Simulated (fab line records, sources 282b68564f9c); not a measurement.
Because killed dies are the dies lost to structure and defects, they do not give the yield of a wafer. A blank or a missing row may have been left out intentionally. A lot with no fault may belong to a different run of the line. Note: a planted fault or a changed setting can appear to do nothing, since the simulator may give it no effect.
fab line records | flow ritCmos
record: lots: 5 | wafers: 15 | lastDay: 7
route steps=202 shown PLDD@116 SPACER@125 NSD@131 PSD@142 SDANNEAL@153 SILICIDE@161
lots that met no fault: from a run of the same line without faults
startH: hours from the record's opening day to when the first of the lot's shown wafers began | waitH: hours from the lot's prior step to this one | " identical to the entry in the row above | L1.1+2: one row covering several wafers at once | - no value present, or no start provided | * or withheld: withheld | < > ~ a bound
route shown NAME@n: names a module that has steps shown in the file, with the first one's number in the route | usual: mean/standard deviation of fault-free wafers | same: alike in all rows | chamber/n: place in a boat | sites: per-site readings | _std_site: how widely they spread, as a standard deviation | _edge_site: the outer-site mean with the inner-site mean subtracted | radiusMm: for every site, how far away it sits from the centre of the wafer | mask NAME#n: copy n | behind: tool/chamber where the wafer was last shaped | hold: the reason the lot was held/the length of the hold in hours/how it ended | device: which transistor (n, p or np) failed to switch | end of line: at the end of the route, the tests of the same wafers | step lacking rows: just its recipe | killed: dies lost to structure and defects at the first sort, not the wafer's yield | map: a wafer's dies, marking killed ones x, the rest . and places with no die _
set.NAME: the setting the step ran with; set.NAME@STEP: the setting that earlier step ran with | model.NAME: the simulator's own value behind a step, which no gauge read
lots seen at some steps along the route; tables by step, rows by wafer
services: from which hour (startH, from the record's first day; less than 0 if before it) a tool's chamber was out of use, for how many hours, and why
== steps ==
step: RIT_PLDD_SOFTBAKE_02
recipe: resist: NOVOLAK | tempC: 90 | timeS: 60
step: RIT_PLDD_EXPOSE_03
recipe: maskId: M8 | na: 0.57 | targetCdNm: 40900 | doseMj: 250
step: RIT_PLDD_PEB_04
recipe: resist: NOVOLAK | tempC: withheld | timeS: withheld
step: RIT_PLDD_DEVELOP_05
recipe: resist: NOVOLAK | developTimeS: 50 | devTempC: 23
step: RIT_PLDD_OVL_MEAS_06
usual: PLDD_OVL: 0.6/1.7
lot.wafer | tool       | chamber | startH | waitH | PLDD_OVL[nm]
L323.1    | overlay-02 | -       | 48.40  | -     | 1.0
L323.2    | "          | -       | "      | "     | 0.4
L323.6    | "          | -       | "      | "     | -1.4
L324.1    | overlay-01 | -       | 55.88  | -     | -1.1
L324.3    | "          | -       | "      | "     | 0.1
L324.5    | "          | -       | "      | "     | 0.5
L332.2    | overlay-02 | -       | 99.18  | -     | 2.7
L332.3    | "          | -       | "      | "     | 1.7
L332.4    | "          | -       | "      | "     | 2.8
L334.4    | overlay-01 | -       | 108.46 | -     | -1.7
L334.5    | "          | -       | "      | "     | -1.9
L334.6    | "          | -       | "      | "     | -0.5
L342.1    | overlay-01 | -       | 147.62 | -     | 0.7
L342.2    | "          | -       | "      | "     | 0.7
L342.3    | "          | -       | "      | "     | 2.6
step: RIT_PLDD_HARDBAKE_07
recipe: resist: NOVOLAK | tempC: 140 | timeS: 60
step: RIT_PLDD_IMPLANT_08
recipe: species: BF2 | energyKev: 20.11 | doseCm2: 9e+14 | tiltDeg: 7
step: RIT_PLDD_STRIP_09
recipe: chemistry: O2 | timeS: 180 | resist: NOVOLAK | platenTempC: withheld | powerW: 500 | pressureMtorr: 4000 | o2FlowSccm: 4000
usual: drypumpMotorCurrentA: 5.8/0.44
lot.wafer | tool           | chamber | startH | waitH | drypumpMotorCurrentA | rfHoursCounterH
L323.1    | plasmaAsher-02 | 0       | 48.74  | 0.1   | 5.5                  | 27
L323.2    | "              | 1       | "      | "     | 6.6                  | 27
L323.6    | "              | 0       | "      | "     | 5.6                  | -
L324.1    | plasmaAsher-03 | 0       | 56.22  | 0.1   | 5.9                  | 41
L324.3    | "              | 0       | "      | "     | 5.9                  | -
L324.5    | "              | 1       | "      | "     | 5.6                  | -
L332.2    | plasmaAsher-03 | 1       | 99.51  | 0.1   | 5.6                  | 45
L332.3    | "              | 1       | "      | "     | 5.6                  | -
L332.4    | "              | 0       | "      | "     | 5.9                  | -
L334.4    | plasmaAsher-04 | 1       | 108.84 | 0.1   | 5.3                  | -
L334.5    | "              | 1       | "      | "     | 5.3                  | -
L334.6    | "              | 0       | "      | "     | 5.6                  | -
L342.1    | plasmaAsher-02 | 1       | 147.95 | 0.1   | 6.6                  | 38
L342.2    | "              | 0       | "      | "     | 5.5                  | 38
L342.3    | "              | 0       | "      | "     | 5.5                  | -
step: RIT_PLDD_TW_MEAS_10
usual: PLDD_TW: 2338/14
lot.wafer | tool         | chamber | startH | waitH | PLDD_TW
L323.1    | filmMetro-02 | -       | 48.91  | 0.1   | 2343
L323.2    | "            | -       | "      | "     | 2331
L323.6    | "            | -       | "      | "     | 2328
L324.1    | filmMetro-04 | -       | 56.39  | 0.1   | 2334
L324.3    | "            | -       | "      | "     | 2341
L324.5    | "            | -       | "      | "     | 2331
L332.2    | filmMetro-04 | -       | 99.70  | 0.1   | 2350
L332.3    | "            | -       | "      | "     | 2332
L332.4    | "            | -       | "      | "     | 2336
L334.4    | filmMetro-03 | -       | 108.99 | 0.1   | 2346
L334.5    | "            | -       | "      | "     | 2345
L334.6    | "            | -       | "      | "     | 2344
L342.1    | filmMetro-04 | -       | 148.13 | 0.1   | 2320
L342.2    | "            | -       | "      | "     | 2333
L342.3    | "            | -       | "      | "     | 2328
step: RIT_SPACER_CLEAN_00
recipe: chemistry: SC1 | mix: 3:3:50 | timeS: 600 | tempC: 75
step: RIT_SPACER_CLEAN_01
recipe: chemistry: dHF | dilution: 50:1 | timeS: 30
step: RIT_SPACER_CLEAN_02
recipe: chemistry: SC2 | mix: 3:3:50 | timeS: 600 | tempC: 75 | dry: n2Spin
step: RIT_SPACER_CVD_03
recipe: material: Si3N4 | targetThkNm: 250 | tempC: 810 | precursor: SiH2Cl2/NH3 | timeS: 3300 | pressureMtorr: 300 | sih2cl2FlowSccm: 60 | nh3FlowSccm: 150
usual: spikeTcLoadC: 836.4/2 | zonePowerCentrePct: 39/3.5
lot.wafer | tool     | chamber | startH | waitH | spikeTcLoadC | zonePowerCentrePct | model.Si3N4_of_SPACER_CVD_03.thkNm
L323.1    | lpcvd-01 | 1       | 49.34  | 0.0   | 833.3        | 41                 | 252.9
L323.2    | "        | 1       | "      | "     | 832.4        | 41                 | 250.8
L323.6    | "        | 1       | "      | "     | 834.0        | 41                 | 252
L324.1    | lpcvd-01 | 0       | 56.82  | 0.0   | 837.6        | 33                 | 249.9
L324.3    | "        | 0       | "      | "     | 837.9        | 32                 | 249.5
L324.5    | "        | 0       | "      | "     | 836.7        | 33                 | 250.3
L332.2    | lpcvd-02 | 1       | 100.13 | 0.0   | 837.8        | 40                 | 247.4
L332.3    | "        | 1       | "      | "     | 838.8        | 39                 | 248.1
L332.4    | "        | 1       | "      | "     | 838.5        | 39                 | 245
L334.4    | lpcvd-01 | 0       | 109.40 | 0.0   | 836.0        | 32                 | 169.9
L334.5    | "        | 0       | "      | "     | 837.7        | 33                 | 169.1
L334.6    | "        | 0       | "      | "     | 837.0        | 33                 | 169
L342.1    | lpcvd-02 | 0       | 149.63 | 1.0   | 836.2        | 41                 | 242.9
L342.2    | "        | 0       | "      | "     | 839.5        | 42                 | 241.9
L342.3    | "        | 0       | "      | "     | 837.5        | 41                 | 243.2
step: RIT_SPACER_THK_MEAS_04
recipe: reads: Si3N4_of_SPACER_CVD_03
usual: SPACER_NITRIDE_THK: 250/3.1
lot.wafer | tool         | chamber | startH | waitH | SPACER_NITRIDE_THK[nm]
L323.1    | filmMetro-03 | -       | 51.26  | 0.0   | 253
L323.2    | "            | -       | "      | "     | 251
L323.6    | "            | -       | "      | "     | 252
L324.1    | filmMetro-01 | -       | 58.73  | 0.0   | 250
L324.3    | "            | -       | "      | "     | 249
L324.5    | "            | -       | "      | "     | 250
L332.2    | filmMetro-03 | -       | 102.06 | 0.0   | 247
L332.3    | "            | -       | "      | "     | 248
L332.4    | "            | -       | "      | "     | 245
L334.4    | filmMetro-03 | -       | 111.35 | 0.0   | 170
L334.5    | "            | -       | "      | "     | 169
L334.6    | "            | -       | "      | "     | 169
L342.1    | filmMetro-01 | -       | 151.54 | 0.0   | 243
L342.2    | "            | -       | "      | "     | 242
L342.3    | "            | -       | "      | "     | 243
step: RIT_SPACER_ETCHBACK_05
recipe: targetDepthA: 2500 | SF6_flow_sccm: 30 | CHF3_flow_sccm: 30 | target: Si3N4 | chemistry: SF6/CHF3 | pressureMtorr: 40 | rfW: 250 | timeS: 240 | stopOn: SiO2
usual: drypumpMotorCurrentA: 5.8/0.53 | oesProductAu: 0.840/0.014 | throttleValvePct: 10.33/0.14
lot.wafer | tool       | chamber | startH | waitH | drypumpMotorCurrentA | oesProductAu | rfHoursCounterH | throttleValvePct | model.etch.depthNm
L323.1    | rieDiel-03 | 0       | 51.32  | 0.1   | 5.9                  | 0.832        | 69              | 10.27            | 252.9
L323.2    | "          | 1       | "      | "     | 5.1                  | 0.831        | 158             | 10.49            | 250.8
L323.6    | "          | 2       | "      | "     | 6.1                  | 0.828        | -               | 9.97             | 252
L324.1    | rieDiel-04 | 3       | 58.79  | 0.1   | 6.0                  | 0.841        | 49              | 10.26            | 249.9
L324.3    | "          | 0       | "      | "     | 5.7                  | 0.837        | 115             | 10.27            | 249.5
L324.5    | "          | 0       | "      | "     | 5.8                  | 0.840        | -               | 10.29            | 250.3
L332.2    | rieDiel-04 | 0       | 102.11 | 0.0   | 5.8                  | 0.836        | 115             | 10.27            | 247.4
L332.3    | "          | 2       | "      | "     | 6.3                  | 0.818        | 23              | 10.33            | 248.1
L332.4    | "          | 1       | "      | "     | 5.9                  | 0.851        | 48              | 10.42            | 245
L334.4    | rieDiel-02 | 2       | 111.38 | 0.0   | 5.0                  | 0.644        | 5               | 10.48            | 169.9
L334.5    | "          | 2       | "      | "     | 5.0                  | 0.647        | -               | 10.47            | 169.1
L334.6    | "          | 1       | "      | "     | 5.0                  | 0.635        | -               | 10.30            | 169
L342.1    | rieDiel-03 | 1       | 151.60 | 0.1   | 5.1                  | 0.836        | 0               | 10.47            | 242.9
L342.2    | "          | 3       | "      | "     | 4.8                  | 0.827        | 44              | 10.42            | 241.9
L342.3    | "          | 2       | "      | "     | 6.1                  | 0.826        | 1               | 9.95             | 243.2
step: RIT_NSD_HMDS_00
recipe: primeTimeS: 60 | primeTempC: 140
step: RIT_NSD_COAT_01
recipe: resist: NOVOLAK | spinRpm: 3250 | resistThkNm: 1000
step: RIT_NSD_SOFTBAKE_02
recipe: resist: NOVOLAK | tempC: 90 | timeS: 60
step: RIT_NSD_EXPOSE_03
recipe: maskId: M9 | na: 0.57 | targetCdNm: 40700 | doseMj: 250
step: RIT_NSD_PEB_04
recipe: resist: NOVOLAK | tempC: withheld | timeS: withheld
step: RIT_NSD_DEVELOP_05
recipe: resist: NOVOLAK | developTimeS: 50 | devTempC: 23
step: RIT_NSD_OVL_MEAS_06
usual: NSD_OVL: 0.3/1.2
lot.wafer | tool       | chamber | startH | waitH | NSD_OVL[nm]
L323.1    | overlay-02 | -       | 52.44  | -     | 1.1
L323.2    | "          | -       | "      | "     | 0.7
L323.6    | "          | -       | "      | "     | 0.2
L324.1    | overlay-02 | -       | 60.04  | -     | 2.3
L324.3    | "          | -       | "      | "     | -0.2
L324.5    | "          | -       | "      | "     | 2.1
L332.2    | overlay-01 | -       | 103.12 | -     | 1.3
L332.3    | "          | -       | "      | "     | -0.6
L332.4    | "          | -       | "      | "     | 2.1
L334.4    | overlay-01 | -       | 112.52 | -     | 1.1
L334.5    | "          | -       | "      | "     | 0.0
L334.6    | "          | -       | "      | "     | -0.2
L342.1    | overlay-01 | -       | 152.78 | -     | -1.0
L342.2    | "          | -       | "      | "     | 0.2
L342.3    | "          | -       | "      | "     | -0.2
step: RIT_NSD_HARDBAKE_07
recipe: resist: NOVOLAK | tempC: 140 | timeS: 60
step: RIT_NSD_IMPLANT_08
recipe: species: P | energyKev: 24.7 | doseCm2: 1e+15 | tiltDeg: 7
step: RIT_NSD_STRIP_09
recipe: chemistry: O2 | timeS: 180 | resist: NOVOLAK | platenTempC: withheld | powerW: 500 | pressureMtorr: 4000 | o2FlowSccm: 4000
usual: drypumpMotorCurrentA: 5.78/0.25
lot.wafer | tool           | chamber | startH | waitH | drypumpMotorCurrentA | rfHoursCounterH
L323.1    | plasmaAsher-01 | 1       | 52.78  | 0.1   | 5.67                 | 40
L323.2    | "              | 0       | "      | "     | 5.72                 | 40
L323.6    | "              | 0       | "      | "     | 5.70                 | -
L324.1    | plasmaAsher-03 | 1       | 60.38  | 0.1   | 5.59                 | 41
L324.3    | "              | 0       | "      | "     | 5.90                 | -
L324.5    | "              | 1       | "      | "     | 5.64                 | -
L332.2    | plasmaAsher-01 | 1       | 103.45 | 0.1   | 5.66                 | 45
L332.3    | "              | 0       | "      | "     | 5.70                 | -
L332.4    | "              | 1       | "      | "     | 5.66                 | -
L334.4    | plasmaAsher-03 | 0       | 112.90 | 0.1   | 5.90                 | -
L334.5    | "              | 0       | "      | "     | 5.90                 | -
L334.6    | "              | 1       | "      | "     | 5.61                 | -
L342.1    | plasmaAsher-01 | 1       | 153.12 | 0.1   | 5.67                 | 4
L342.2    | "              | 0       | "      | "     | 5.73                 | 4
L342.3    | "              | 0       | "      | "     | 5.73                 | -
step: RIT_NSD_TW_MEAS_10
usual: NSD_TW: 3092/18
lot.wafer | tool         | chamber | startH | waitH | NSD_TW
L323.1    | filmMetro-04 | -       | 52.95  | 0.1   | 3091
L323.2    | "            | -       | "      | "     | 3103
L323.6    | "            | -       | "      | "     | 3093
L324.1    | filmMetro-02 | -       | 60.56  | 0.1   | 3077
L324.3    | "            | -       | "      | "     | 3098
L324.5    | "            | -       | "      | "     | 3084
L332.2    | filmMetro-04 | -       | 103.63 | 0.1   | 3075
L332.3    | "            | -       | "      | "     | 3065
L332.4    | "            | -       | "      | "     | 3098
L334.4    | filmMetro-02 | -       | 113.04 | 0.1   | 3075
L334.5    | "            | -       | "      | "     | 3093
L334.6    | "            | -       | "      | "     | 3096
L342.1    | filmMetro-04 | -       | 153.29 | 0.1   | 3088
L342.2    | "            | -       | "      | "     | 3076
L342.3    | "            | -       | "      | "     | 3060
step: RIT_PSD_HMDS_00
recipe: primeTimeS: 60 | primeTempC: 140
step: RIT_PSD_COAT_01
recipe: resist: NOVOLAK | spinRpm: 3250 | resistThkNm: 1000
step: RIT_PSD_SOFTBAKE_02
recipe: resist: NOVOLAK | tempC: 90 | timeS: 60
step: RIT_PSD_EXPOSE_03
recipe: maskId: M10 | na: 0.57 | targetCdNm: 40900 | doseMj: 250
step: RIT_PSD_PEB_04
recipe: resist: NOVOLAK | tempC: withheld | timeS: withheld
step: RIT_PSD_DEVELOP_05
recipe: resist: NOVOLAK | developTimeS: 50 | devTempC: 23
step: RIT_PSD_OVL_MEAS_06
usual: PSD_OVL: 0.1/1.5
lot.wafer | tool       | chamber | startH | waitH | PSD_OVL[nm]
L323.1    | overlay-01 | -       | 54.01  | -     | -1.5
L323.2    | "          | -       | "      | "     | -1.4
L323.6    | "          | -       | "      | "     | -2.0
L324.1    | overlay-01 | -       | 61.59  | -     | 1.4
L324.3    | "          | -       | "      | "     | 0.9
L324.5    | "          | -       | "      | "     | 1.8
L332.2    | overlay-01 | -       | 104.54 | -     | 1.7
L332.3    | "          | -       | "      | "     | 0.3
L332.4    | "          | -       | "      | "     | -2.3
L334.4    | overlay-01 | -       | 114.07 | -     | -0.2
L334.5    | "          | -       | "      | "     | -2.0
L334.6    | "          | -       | "      | "     | -1.8
L342.1    | overlay-01 | -       | 154.20 | -     | 0.9
L342.2    | "          | -       | "      | "     | 1.5
L342.3    | "          | -       | "      | "     | 2.0
step: RIT_PSD_HARDBAKE_07
recipe: resist: NOVOLAK | tempC: 140 | timeS: 60
step: RIT_PSD_IMPLANT_08
recipe: species: BF2 | energyKev: 27 | doseCm2: 5e+15 | tiltDeg: 7
step: RIT_PSD_STRIP_09
recipe: chemistry: O2 | timeS: 180 | resist: NOVOLAK | platenTempC: withheld | powerW: 500 | pressureMtorr: 4000 | o2FlowSccm: 4000
usual: drypumpMotorCurrentA: 5.63/0.19
lot.wafer | tool           | chamber | startH | waitH | drypumpMotorCurrentA | rfHoursCounterH
L323.1    | plasmaAsher-01 | 1       | 54.35  | 0.1   | 5.67                 | 40
L323.2    | "              | 0       | "      | "     | 5.72                 | 40
L323.6    | "              | 0       | "      | "     | 5.72                 | -
L324.1    | plasmaAsher-04 | 0       | 61.93  | 0.1   | 5.62                 | 41
L324.3    | "              | 1       | "      | "     | 5.30                 | -
L324.5    | "              | 0       | "      | "     | 5.63                 | -
L332.2    | plasmaAsher-03 | 1       | 104.87 | 0.1   | 5.68                 | 46
L332.3    | "              | 1       | "      | "     | 5.63                 | -
L332.4    | "              | 0       | "      | "     | 5.90                 | -
L334.4    | plasmaAsher-04 | 1       | 114.45 | 0.1   | 5.27                 | -
L334.5    | "              | 0       | "      | "     | 5.62                 | -
L334.6    | "              | 1       | "      | "     | 5.24                 | -
L342.1    | plasmaAsher-01 | 0       | 154.54 | 0.1   | 5.73                 | 4
L342.2    | "              | 1       | "      | "     | 5.67                 | 4
L342.3    | "              | 1       | "      | "     | 5.69                 | -
step: RIT_PSD_TW_MEAS_10
usual: PSD_TW: 3413/22
lot.wafer | tool         | chamber | startH | waitH | PSD_TW
L323.1    | filmMetro-02 | -       | 54.52  | 0.1   | 3404
L323.2    | "            | -       | "      | "     | 3415
L323.6    | "            | -       | "      | "     | 3389
L324.1    | filmMetro-03 | -       | 62.10  | 0.1   | 3407
L324.3    | "            | -       | "      | "     | 3415
L324.5    | "            | -       | "      | "     | 3418
L332.2    | filmMetro-04 | -       | 105.05 | 0.1   | 3380
L332.3    | "            | -       | "      | "     | 3394
L332.4    | "            | -       | "      | "     | 3383
L334.4    | filmMetro-04 | -       | 114.59 | 0.1   | 3398
L334.5    | "            | -       | "      | "     | 3403
L334.6    | "            | -       | "      | "     | 3399
L342.1    | filmMetro-03 | -       | 154.71 | 0.1   | 3437
L342.2    | "            | -       | "      | "     | 3429
L342.3    | "            | -       | "      | "     | 3423
step: RIT_SDANNEAL_CLEAN_00
recipe: chemistry: SC1 | mix: 3:3:50 | timeS: 608.5 | tempC: 75
step: RIT_SDANNEAL_CLEAN_01
recipe: chemistry: dHF | dilution: 50:1 | timeS: 30
step: RIT_SDANNEAL_CLEAN_02
recipe: chemistry: SC2 | mix: 3:3:50 | timeS: 600 | tempC: 75 | dry: n2Spin
step: RIT_SDANNEAL_RTA_03
recipe: tempC: 1050 | timeS: 5 | idleTempC: 600 | rampUpCPerS: 342 | rampDownCPerS: 171 | coolToC: 600 | ambient: N2
usual: wafer_temp_C_max: 1053.5/1.2
lot.wafer | tool         | chamber | startH | waitH | wafer_temp_C_max
L323.1    | rtpAnneal-01 | 0       | 54.95  | 0.0   | 1053.9
L323.2    | "            | 0       | "      | "     | 1053.7
L323.6    | "            | 0       | "      | "     | 1054.1
L324.1    | rtpAnneal-02 | 0       | 62.55  | 0.0   | 1051.3
L324.3    | "            | 0       | "      | "     | 1055.5
L324.5    | "            | 0       | "      | "     | 1052.4
L332.2    | rtpAnneal-02 | 0       | 105.48 | 0.0   | 1055.0
L332.3    | "            | 0       | "      | "     | 1053.9
L332.4    | "            | 0       | "      | "     | 1053.5
L334.4    | rtpAnneal-02 | 0       | 115.02 | 0.0   | 1051.8
L334.5    | "            | 0       | "      | "     | 1053.6
L334.6    | "            | 0       | "      | "     | 1053.8
L342.1    | rtpAnneal-02 | 0       | 155.14 | 0.0   | 1051.9
L342.2    | "            | 0       | "      | "     | 1054.7
L342.3    | "            | 0       | "      | "     | 1053.0
step: RIT_SDANNEAL_RS_MEAS_04
recipe: thkMeasGauge: four-point-probe
usual: PSD_RS: 116.0/0.36
lot.wafer | tool         | chamber | startH | waitH | PSD_RS[ohm/sq]
L323.1    | filmMetro-03 | -       | 55.01  | 0.0   | 116.4
L323.2    | "            | -       | "      | "     | 116.5
L323.6    | "            | -       | "      | "     | 116.2
L324.1    | filmMetro-02 | -       | 62.60  | 0.0   | 115.9
L324.3    | "            | -       | "      | "     | 116.4
L324.5    | "            | -       | "      | "     | 116.1
L332.2    | filmMetro-03 | -       | 105.55 | 0.1   | 115.8
L332.3    | "            | -       | "      | "     | 115.9
L332.4    | "            | -       | "      | "     | 115.9
L334.4    | filmMetro-02 | -       | 115.11 | 0.1   | 115.7
L334.5    | "            | -       | "      | "     | 116.1
L334.6    | "            | -       | "      | "     | 115.6
L342.1    | filmMetro-03 | -       | 155.20 | 0.0   | 116.2
L342.2    | "            | -       | "      | "     | 116.0
L342.3    | "            | -       | "      | "     | 116.0
step: RIT_SILICIDE_WET_ETCH_00
recipe: chemistry: BOE | target: SiO2 | targetDepthNm: 14 | timeS: 15 | dry: n2Spin | dilution: 10:1 | tempC: 21.5
usual: bathHeatDutyPct: 1.8/0.38
lot.wafer | tool        | chamber | startH | waitH | bathHeatDutyPct | model.Si3N4_of_SPACER_CVD_03.thkNm
L323.1    | wetBench-01 | 0       | 55.49  | 0.1   | 2.2             | 196.2
L323.2    | "           | 0       | "      | "     | 1.9             | 196.7
L323.6    | "           | 0       | "      | "     | 1.3             | 196.2
L324.1    | wetBench-01 | 3       | 63.08  | 0.1   | 1.6             | 195.5
L324.3    | "           | 3       | "      | "     | 1.6             | 194.6
L324.5    | "           | 3       | "      | "     | 1.7             | 195.7
L332.2    | wetBench-02 | 3       | 106.01 | 0.1   | 1.9             | 193
L332.3    | "           | 3       | "      | "     | 2.3             | 194.5
L332.4    | "           | 3       | "      | "     | 2.0             | 191.8
L334.4    | wetBench-01 | 2       | 115.53 | 0.0   | 0.7             | 132.6
L334.5    | "           | 2       | "      | "     | 1.8             | 131.6
L334.6    | "           | 2       | "      | "     | 2.5             | 132.6
L342.1    | wetBench-01 | 1       | 155.68 | 0.1   | 0.9             | 190.3
L342.2    | "           | 1       | "      | "     | 1.2             | 188.3
L342.3    | "           | 1       | "      | "     | 2.0             | 190.1
== services ==
tool           | chamber | startH | hours | kind
rieDiel-03     | -       | 34.25  | 2.8   | pm
plasmaAsher-04 | -       | 37.92  | 1.1   | repair
rieDiel-02     | 2       | 40.87  | 4.4   | repair
rieDiel-04     | 3       | 43.41  | 5.9   | repair
rieDiel-04     | 1       | 58.61  | 5.6   | repair
rieDiel-03     | 1       | 63.76  | 17.4  | repair
rieDiel-03     | 2       | 81.13  | -     | clean
rieDiel-03     | 2       | 81.13  | -     | consumableReplace:esc
rieDiel-03     | 2       | 81.13  | 30.9  | scheduledDown
rieDiel-03     | 2       | 81.13  | 30.9  | ventCycle
plasmaAsher-01 | -       | 108.75 | 9.0   | pm
plasmaAsher-01 | 0       | 108.75 | 9.0   | ventCycle
plasmaAsher-01 | 1       | 108.75 | 9.0   | ventCycle
rieDiel-03     | 1       | 112.02 | -     | clean
rieDiel-03     | 1       | 112.02 | 26.6  | scheduledDown
rieDiel-03     | 1       | 112.02 | 26.6  | ventCycle
plasmaAsher-01 | 0       | 117.75 | -     | clean
plasmaAsher-01 | 1       | 117.75 | -     | clean
rieDiel-02     | -       | 118.34 | 20.4  | repair
plasmaAsher-04 | -       | 143.32 | 2.8   | pm
== key ==
firstSign: step: RIT_SPACER_THK_MEAS_04 | reading: SPACER_NITRIDE_THK | direction: down | sigmas: 26 | usual: 250 | struck: 169
effect: step: RIT_SPACER_ETCHBACK_05 | reading: oesProductAu | direction: down | sigmas: 14 | usual: 0.840 | struck: 0.642
modelEffect: step: RIT_SPACER_CVD_03 | value: Si3N4_of_SPACER_CVD_03.thkNm | without: 252.8 | struck: 169.3
modelEffect: step: RIT_SPACER_ETCHBACK_05 | value: etch.depthNm | without: 252.8 | struck: 169.3
modelEffect: step: RIT_SILICIDE_WET_ETCH_00 | value: Si3N4_of_SPACER_CVD_03.thkNm | without: 198 | struck: 132.2
metAt RIT_SPACER_CVD_03
struckWafers L334.4,L334.5,L334.6
sortLeftOut L334.4,L334.5,L334.6
testerLeftOut L334
onsetBetween 56.82 109.40
alsoFits RIT_PLDD_STRIP_09:plasmaAsher-04
fault: kind: processParameterDrift | tool: lpcvd-01 | chamber: 0 | onsetH: 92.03 | steps: RIT_SPACER_CVD_03 | channel: targetThkNm | offset: -83.507 | shape: step | endH: 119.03 | actsIn: theseRecipesOnly | stated: 250
testerLeftOut: of these lots the tester's yield and bins aren't shown, on N5 and GAA mostly nor the transistor test; their killed dies are dies lost to structure and defects alone, not to doping, threshold or leakage, so they don't give the yield
sortLeftOut: the simulated sort isn't trusted on such a fault, so these wafers' sort isn't shown, and their yield isn't known
